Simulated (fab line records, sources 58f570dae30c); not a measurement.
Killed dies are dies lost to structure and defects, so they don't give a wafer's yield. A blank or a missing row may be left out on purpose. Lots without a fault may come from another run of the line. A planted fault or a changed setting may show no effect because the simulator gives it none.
fab line records | flow berkeley_cmos170
record lots=24 wafers=72 last_day=13
route steps=331 shown PWELL@37 NVT@113 M2@290 V2@293
lots that met no fault: from a run of the same line without faults
start_h: hours from the record's first day to the start of the lot's first wafer shown | wait_h: hours since the lot's step before | " the same as in the row above | L1.1+2: a row that stands for several wafers | - no value, or no start given | * or withheld: withheld | < > ~ a bound
route shown NAME@n: a module of which the file shows steps, and the number in the route of the first | usual: mean/standard deviation of fault-free wafers | same: alike in all rows | chamber/n: place in a boat | sites: the reading at each site | _std_site: their standard deviation | _edge_site: outer sites' mean less inner sites' | radius_mm: how far each site lies from the wafer's centre | mask NAME#n: copy n | behind: the tool/chamber that last shaped the wafer | hold: why the lot was held/for how many hours/how that ended | device: the transistor (n, p or np) that didn't switch | end of line: the same wafers' tests at the end of the route | a step without rows: its recipe alone | killed: dies lost to structure and defects at the first sort, not the wafer's yield | map: a wafer's dies, x killed, . not, _ none there
set.NAME: the setting as run; set.NAME@STEP: as run at that earlier step | model.NAME: the simulator's own value behind a step, which no gauge read
steps of the route over a sample of lots; a table a step, a row a wafer
services: from which hour (start_h, from the record's first day; less than 0 if before it) a tool's chamber was out of use, for how many hours, and why
## steps
# step UCB170_PWELL_THK_MEAS_03
# recipe reads=SiO2_of_PWELL_OXIDATION_02
# usual PWELL_OXIDE_THK=26.0/0.42
# columns lot.wafer tool chamber start_h wait_h PWELL_OXIDE_THK[nm]
L074.2 film_metro-02 - 47.95 0.0 26.3
L074.3 " - " " 26.9
L074.6 " - " " 26.9
L075.1 film_metro-02 - 56.67 0.0 25.9
L075.2 " - " " 26.0
L075.5 " - " " 25.8
L076.1 film_metro-04 - 56.67 0.0 25.8
L076.2 " - " " 25.7
L076.6 " - " " 25.6
L077.1 film_metro-02 - 63.17 0.0 26.1
L077.2 " - " " 25.8
L077.3 " - " " 25.4
L078.1 film_metro-04 - 74.45 0.0 26.4
L078.2 " - " " 26.3
L078.5 " - " " 26.0
L079.4 film_metro-03 - 74.48 0.0 26.1
L079.5 " - " " 25.9
L079.6 " - " " 26.0
L080.1 film_metro-04 - 80.75 0.0 26.0
L080.2 " - " " 26.3
L080.4 " - " " 25.9
L081.1 film_metro-04 - 86.43 0.0 25.7
L081.5 " - " " 25.9
L081.6 " - " " 26.4
L082.1 film_metro-03 - 93.14 0.0 26.9
L082.3 " - " " 26.6
L082.5 " - " " 26.6
L083.2 film_metro-04 - 93.15 0.0 26.1
L083.4 " - " " 26.2
L083.6 " - " " 26.5
L084.1 film_metro-03 - 102.26 0.0 26.5
L084.2 " - " " 26.4
L084.3 " - " " 26.4
L085.1 film_metro-04 - 102.26 0.0 25.9
L085.4 " - " " 26.2
L085.5 " - " " 25.9
L088.1 film_metro-03 - 119.96 0.0 26.2
L088.4 " - " " 26.2
L088.6 " - " " 26.1
L087.2 film_metro-02 - 119.97 0.0 25.9
L087.3 " - " " 25.8
L087.5 " - " " 26.1
L086.3 film_metro-04 - 119.98 0.0 26.1
L086.4 " - " " 26.6
L086.6 " - " " 26.7
L089.1 film_metro-02 - 130.85 0.0 26.3
L089.2 " - " " 26.3
L089.3 " - " " 26.3
L090.2 film_metro-03 - 130.86 0.0 25.8
L090.4 " - " " 25.7
L090.6 " - " " 25.7
L091.1 film_metro-03 - 141.85 0.0 26.1
L091.2 " - " " 26.1
L091.5 " - " " 25.9
L092.2 film_metro-03 - 146.21 0.0 25.4
L092.3 " - " " 25.7
L092.5 " - " " 25.4
L094.1 film_metro-03 - 153.55 0.0 26.0
L094.3 " - " " 26.4
L094.6 " - " " 25.7
L096.1 film_metro-04 - 153.55 0.0 25.8
L096.3 " - " " 25.9
L096.5 " - " " 25.3
L093.3 film_metro-02 - 153.57 0.0 25.8
L093.4 " - " " 25.7
L093.5 " - " " 25.1
L095.3 film_metro-03 - 153.63 0.1 25.2
L095.4 " - " " 25.5
L095.5 " - " " 25.2
L097.1 film_metro-03 - 158.86 0.0 25.5
L097.4 " - " " 25.5
L097.5 " - " " 25.6
# step UCB170_NVT_TW_MEAS_09
# usual NVT_TW=524/4.2
# columns lot.wafer tool chamber start_h wait_h NVT_TW
L076.1 film_metro-02 - 140.00 0.1 517
L076.2 " - " " 517
L076.6 " - " " 519
L074.2 film_metro-04 - 140.50 0.1 528
L074.3 " - " " 534
L074.6 " - " " 528
L075.1 film_metro-02 - 140.71 0.1 518
L075.2 " - " " 521
L075.5 " - " " 519
L077.1 film_metro-01 - 140.81 0.1 527
L077.2 " - " " 529
L077.3 " - " " 528
L081.1 film_metro-02 - 171.44 0.1 516
L081.5 " - " " 517
L081.6 " - " " 516
L079.4 film_metro-04 - 171.47 0.1 526
L079.5 " - " " 529
L079.6 " - " " 527
L078.1 film_metro-04 - 171.72 0.1 528
L078.2 " - " " 529
L078.5 " - " " 530
L080.1 film_metro-01 - 172.00 0.1 526
L080.2 " - " " 528
L080.4 " - " " 523
L082.1 film_metro-02 - 182.24 0.1 517
L082.3 " - " " 517
L082.5 " - " " 517
L083.2 film_metro-04 - 182.52 0.1 527
L083.4 " - " " 526
L083.6 " - " " 529
L085.1 film_metro-01 - 191.71 0.1 525
L085.4 " - " " 527
L085.5 " - " " 525
L084.1 film_metro-02 - 191.95 0.1 520
L084.2 " - " " 516
L084.3 " - " " 518
L088.1 film_metro-02 - 209.12 0.1 519
L088.4 " - " " 519
L088.6 " - " " 519
L086.3 film_metro-01 - 209.21 0.1 526
L086.4 " - " " 527
L086.6 " - " " 528
L087.2 film_metro-01 - 209.41 0.1 527
L087.3 " - " " 524
L087.5 " - " " 525
L089.1 film_metro-01 - 213.98 0.1 523
L089.2 " - " " 527
L089.3 " - " " 524
L090.2 film_metro-04 - 214.28 0.1 532
L090.4 " - " " 531
L090.6 " - " " 530
L091.1 film_metro-01 - 228.14 0.1 526
L091.2 " - " " 528
L091.5 " - " " 527
L092.2 film_metro-02 - 228.42 0.1 519
L092.3 " - " " 523
L092.5 " - " " 521
L094.1 film_metro-04 - 245.13 0.1 526
L094.3 " - " " 526
L094.6 " - " " 527
L095.3 film_metro-01 - 245.18 0.1 523
L095.4 " - " " 523
L095.5 " - " " 523
L097.1 film_metro-02 - 245.58 0.1 520
L097.4 " - " " 521
L097.5 " - " " 522
L096.1 film_metro-01 - 245.86 0.1 524
L096.3 " - " " 522
L096.5 " - " " 523
L093.3 film_metro-02 - 245.91 0.1 523
L093.4 " - " " 520
L093.5 " - " " 521
# step UCB170_M2_STRIP_19
# recipe chemistry=O2 power_w=400 pressure_mtorr=3500 platen_temp_c=withheld o2_flow_sccm=400 overash_fraction=0.5
# usual drypump_motor_current_A=5.6/0.45 oes_product_au=0.545/0.013
# columns lot.wafer tool chamber start_h wait_h drypump_motor_current_A oes_product_au rf_hours_counter_h
L075.1 plasma_asher-01 0 185.18 0.1 5.3 0.540 9
L075.2 " 1 " " 6.4 0.563 9
L075.5 " 1 " " 6.4 0.546 -
L076.1 plasma_asher-04 0 186.80 0.1 5.7 0.556 38
L076.2 " 1 " " 5.1 0.553 38
L076.6 " 0 " " 5.7 0.547 -
L074.2 plasma_asher-04 1 188.42 0.1 5.1 0.543 38
L074.3 " 1 " " 5.1 0.567 -
L074.6 " 0 " " 5.7 0.538 -
L077.1 plasma_asher-04 1 188.81 0.1 5.1 0.556 38
L077.2 " 0 " " 5.7 0.543 38
L077.3 " 0 " " 5.7 0.542 -
L080.1 plasma_asher-01 1 242.69 0.1 6.4 0.527 14
L080.2 " 0 " " 5.3 0.541 14
L080.4 " 0 " " 5.3 0.545 -
L081.1 plasma_asher-04 0 242.97 0.1 5.6 0.541 44
L081.5 " 0 " " 5.7 0.566 -
L081.6 " 1 " " 5.1 0.532 -
L078.1 plasma_asher-01 1 243.05 0.1 6.4 0.528 15
L078.2 " 0 " " 5.3 0.566 15
L078.5 " 1 " " 6.4 0.539 -
L082.1 plasma_asher-02 1 243.79 0.1 5.9 0.547 55
L082.3 " 0 " " 5.4 0.550 -
L082.5 " 1 " " 5.9 0.532 -
L079.4 plasma_asher-01 1 244.54 0.1 6.4 0.557 -
L079.5 " 1 " " 6.4 0.533 -
L079.6 " 0 " " 5.3 0.554 -
L085.1 plasma_asher-02 0 244.96 0.1 5.4 0.538 55
L085.4 " 0 " " 5.4 0.528 -
L085.5 " 0 " " 5.4 0.533 -
L083.2 plasma_asher-01 0 245.08 0.1 5.3 0.551 15
L083.4 " 0 " " 5.3 0.556 -
L083.6 " 0 " " 5.3 0.562 -
L084.1 plasma_asher-01 0 250.38 0.1 5.3 0.542 15
L084.2 " 1 " " 6.4 0.527 15
L084.3 " 0 " " 5.3 0.547 -
L087.2 plasma_asher-01 1 266.48 0.1 6.4 0.546 18
L087.3 " 1 " " 6.3 0.523 -
L087.5 " 0 " " 5.3 0.532 -
L086.3 plasma_asher-01 1 268.86 0.1 6.4 0.553 -
L086.4 " 0 " " 5.3 0.535 -
L086.6 " 1 " " 6.4 0.557 -
L088.1 plasma_asher-04 0 268.98 0.1 5.7 0.529 46
L088.4 " 1 " " 5.1 0.537 -
L088.6 " 1 " " 5.1 0.533 -
L089.1 plasma_asher-04 1 278.67 0.1 5.1 0.535 48
L089.2 " 0 " " 5.7 0.562 48
L089.3 " 1 " " 5.1 0.527 -
L090.2 plasma_asher-04 1 281.94 0.1 5.1 0.543 48
L090.4 " 1 " " 5.1 0.542 -
L090.6 " 0 " " 5.6 0.532 -
L091.1 plasma_asher-04 1 284.99 0.1 5.1 0.537 48
L091.2 " 0 " " 5.7 0.554 48
L091.5 " 1 " " 5.1 0.555 -
L092.2 plasma_asher-02 0 286.74 0.1 5.4 0.557 61
L092.3 " 0 " " 5.4 0.540 -
L092.5 " 0 " " 5.5 0.532 -
L093.3 plasma_asher-04 1 294.66 0.1 5.1 0.528 -
L093.4 " 0 " " 5.6 0.559 -
L093.5 " 1 " " 5.1 0.536 -
L095.3 plasma_asher-04 1 297.76 0.1 5.1 0.535 -
L095.4 " 0 " " 5.7 0.557 -
L095.5 " 0 " " 5.6 0.561 -
L094.1 plasma_asher-04 0 299.54 0.3 5.7 0.559 51
L094.3 " 0 " " 5.7 0.563 -
L094.6 " 0 " " 5.7 0.554 -
L097.1 plasma_asher-04 1 300.77 0.1 5.1 0.536 51
L097.4 " 1 " " 5.1 0.566 -
L097.5 " 0 " " 5.7 0.550 -
L096.1 plasma_asher-01 0 301.25 0.3 5.3 0.542 23
L096.3 " 1 " " 6.4 0.545 -
L096.5 " 0 " " 5.3 0.538 -
# step UCB170_M2_CD_MEAS_90
# recipe target_cd_nm=700
# usual cd_nm=700/3.3
# columns lot.wafer tool chamber start_h wait_h cd_nm
L075.1 cd_sem-02 - 185.29 0.1 701
L075.2 " - " " 700
L075.5 " - " " 698
L076.1 cd_sem-02 - 186.90 0.1 707
L076.2 " - " " 705
L076.6 " - " " 705
L074.2 cd_sem-02 - 188.54 0.1 702
L074.3 " - " " 703
L074.6 " - " " 703
L077.1 cd_sem-01 - 188.91 0.1 699
L077.2 " - " " 701
L077.3 " - " " 700
L080.1 cd_sem-01 - 242.79 0.1 696
L080.2 " - " " 699
L080.4 " - " " 701
L081.1 cd_sem-02 - 243.07 0.1 702
L081.5 " - " " 703
L081.6 " - " " 700
L078.1 cd_sem-01 - 243.15 0.1 700
L078.2 " - " " 702
L078.5 " - " " 698
L082.1 cd_sem-02 - 243.89 0.1 698
L082.3 " - " " 698
L082.5 " - " " 694
L079.4 cd_sem-02 - 244.75 0.2 700
L079.5 " - " " 701
L079.6 " - " " 703
L085.1 cd_sem-01 - 245.06 0.1 698
L085.4 " - " " 698
L085.5 " - " " 700
L083.2 cd_sem-02 - 245.20 0.1 703
L083.4 " - " " 699
L083.6 " - " " 700
L084.1 cd_sem-01 - 250.48 0.1 701
L084.2 " - " " 702
L084.3 " - " " 700
L087.2 cd_sem-02 - 266.60 0.1 701
L087.3 " - " " 702
L087.5 " - " " 704
L086.3 cd_sem-01 - 269.01 0.1 703
L086.4 " - " " 698
L086.6 " - " " 703
L088.1 cd_sem-02 - 269.13 0.1 702
L088.4 " - " " 702
L088.6 " - " " 702
L089.1 cd_sem-02 - 278.81 0.1 701
L089.2 " - " " 697
L089.3 " - " " 697
L090.2 cd_sem-01 - 282.06 0.1 696
L090.4 " - " " 693
L090.6 " - " " 695
L091.1 cd_sem-02 - 285.09 0.1 697
L091.2 " - " " 697
L091.5 " - " " 693
L092.2 cd_sem-02 - 286.86 0.1 697
L092.3 " - " " 702
L092.5 " - " " 702
L093.3 cd_sem-02 - 294.76 0.1 703
L093.4 " - " " 703
L093.5 " - " " 702
L095.3 cd_sem-02 - 297.87 0.1 700
L095.4 " - " " 700
L095.5 " - " " 702
L094.1 cd_sem-02 - 299.64 0.1 698
L094.3 " - " " 697
L094.6 " - " " 698
L097.1 cd_sem-01 - 300.87 0.1 701
L097.4 " - " " 701
L097.5 " - " " 697
L096.1 cd_sem-02 - 301.35 0.1 692
L096.3 " - " " 693
L096.5 " - " " 693
# step UCB170_V2_THK_MEAS_01
# recipe reads=SiO2_of_V2_CVD_00
# usual V2_TEOS_THK=2003/30
# columns lot.wafer tool chamber start_h wait_h V2_TEOS_THK[nm]
L075.1 film_metro-03 - 185.57 0.1 1979
L075.2 " - " " 1974
L075.5 " - " " 1998
L076.1 film_metro-03 - 187.17 0.1 1998
L076.2 " - " " 1990
L076.6 " - " " 2011
L074.2 film_metro-03 - 188.81 0.1 2027
L074.3 " - " " 2022
L074.6 " - " " 2037
L077.1 film_metro-03 - 189.19 0.1 1998
L077.2 " - " " 1990
L077.3 " - " " 1966
L080.1 film_metro-04 - 243.07 0.1 1995
L080.2 " - " " 2005
L080.4 " - " " 2026
L081.1 film_metro-01 - 243.35 0.1 1976
L081.5 " - " " 1943
L081.6 " - " " 2004
L078.1 film_metro-03 - 243.43 0.1 1962
L078.2 " - " " 1991
L078.5 " - " " 2019
L082.1 film_metro-03 - 244.17 0.1 1941
L082.3 " - " " 2006
L082.5 " - " " 2038
L079.4 film_metro-01 - 245.00 0.0 2020
L079.5 " - " " 2009
L079.6 " - " " 1994
L085.1 film_metro-04 - 245.33 0.1 1942
L085.4 " - " " 1987
L085.5 " - " " 1985
L083.2 film_metro-01 - 245.46 0.1 2001
L083.4 " - " " 2051
L083.6 " - " " 2009
L084.1 film_metro-03 - 250.76 0.1 2011
L084.2 " - " " 1997
L084.3 " - " " 1966
L087.2 film_metro-01 - 266.87 0.1 2022
L087.3 " - " " 1992
L087.5 " - " " 2023
L086.3 film_metro-01 - 269.27 0.1 1980
L086.4 " - " " 2013
L086.6 " - " " 2032
L088.1 film_metro-03 - 269.41 0.1 1984
L088.4 " - " " 1984
L088.6 " - " " 1999
L089.1 film_metro-04 - 279.17 0.2 1954
L089.2 " - " " 2018
L089.3 " - " " 1974
L090.2 film_metro-04 - 282.33 0.1 2021
L090.4 " - " " 2043
L090.6 " - " " 1999
L091.1 film_metro-01 - 285.44 0.2 2004
L091.2 " - " " 1936
L091.5 " - " " 1955
L092.2 film_metro-04 - 287.13 0.1 1986
L092.3 " - " " 2034
L092.5 " - " " 2044
L093.3 film_metro-01 - 295.02 0.1 2045
L093.4 " - " " 2071
L093.5 " - " " 2075
L095.3 film_metro-04 - 298.12 0.1 2003
L095.4 " - " " 2026
L095.5 " - " " 2037
L094.1 film_metro-04 - 299.91 0.1 1983
L094.3 " - " " 2001
L094.6 " - " " 2040
L097.1 film_metro-03 - 301.14 0.1 2018
L097.4 " - " " 2029
L097.5 " - " " 1992
L096.1 film_metro-04 - 301.62 0.1 2018
L096.3 " - " " 1992
L096.5 " - " " 2038
# step UCB170_V2_CD_MEAS_12
# recipe target_cd_nm=700
# usual cd_nm=700.1/1.4
# columns lot.wafer tool chamber start_h wait_h cd_nm
L075.1 cd_sem-01 - 187.35 - 698.3
L075.2 " - " " 698.5
L075.5 " - " " 699.5
L076.1 cd_sem-02 - 188.73 - 699.4
L076.2 " - " " 700.1
L076.6 " - " " 698.8
L074.2 cd_sem-02 - 190.38 - 699.5
L074.3 " - " " 698.5
L074.6 " - " " 699.2
L077.1 cd_sem-02 - 190.93 - 698.4
L077.2 " - " " 699.6
L077.3 " - " " 699.9
L082.1 cd_sem-01 - 248.11 - 699.4
L082.3 " - " " 698.6
L082.5 " - " " 699.7
L081.1 cd_sem-01 - 248.65 - 699.6
L081.5 " - " " 700.7
L081.6 " - " " 700.0
L080.1 cd_sem-02 - 248.82 - 702.6
L080.2 " - " " 702.4
L080.4 " - " " 702.0
L078.1 cd_sem-01 - 249.28 - 698.0
L078.2 " - " " 697.4
L078.5 " - " " 697.9
L079.4 cd_sem-02 - 250.06 - 699.6
L079.5 " - " " 701.0
L079.6 " - " " 700.6
L085.1 cd_sem-01 - 250.27 - 696.4
L085.4 " - " " 697.1
L085.5 " - " " 697.3
L083.2 cd_sem-01 - 250.67 - 700.6
L083.4 " - " " 701.7
L083.6 " - " " 701.5
L084.1 cd_sem-01 - 255.17 - 700.0
L084.2 " - " " 699.9
L084.3 " - " " 700.7
L087.2 cd_sem-01 - 269.11 - 699.0
L087.3 " - " " 699.8
L087.5 " - " " 699.2
L086.3 cd_sem-01 - 272.96 - 698.1
L086.4 " - " " 698.6
L086.6 " - " " 698.4
L088.1 cd_sem-02 - 273.20 - 700.3
L088.4 " - " " 700.0
L088.6 " - " " 699.1
L089.1 cd_sem-01 - 281.09 - 699.7
L089.2 " - " " 701.5
L089.3 " - " " 700.2
L090.2 cd_sem-01 - 284.15 - 700.5
L090.4 " - " " 700.8
L090.6 " - " " 702.1
L091.1 cd_sem-02 - 287.32 - 702.2
L091.2 " - " " 701.2
L091.5 " - " " 701.3
L092.2 cd_sem-01 - 289.17 - 699.5
L092.3 " - " " 699.3
L092.5 " - " " 700.2
L093.3 cd_sem-01 - 297.05 - 700.7
L093.4 " - " " 702.9
L093.5 " - " " 701.1
L095.3 cd_sem-01 - 299.97 - 700.7
L095.4 " - " " 701.3
L095.5 " - " " 702.0
L094.1 cd_sem-02 - 301.64 - 700.0
L094.3 " - " " 701.1
L094.6 " - " " 701.3
L097.1 cd_sem-01 - 302.74 - 701.3
L097.4 " - " " 700.6
L097.5 " - " " 700.9
L096.1 cd_sem-02 - 303.33 - 701.5
L096.3 " - " " 700.5
L096.5 " - " " 701.4
## services
# columns tool chamber start_h hours kind
plasma_asher-04 - 168.81 3.6 repair
plasma_asher-04 - 172.44 4.7 repair
plasma_asher-01 - 236.83 0.4 repair
plasma_asher-04 - 244.08 7.6 repair
## key
fault none
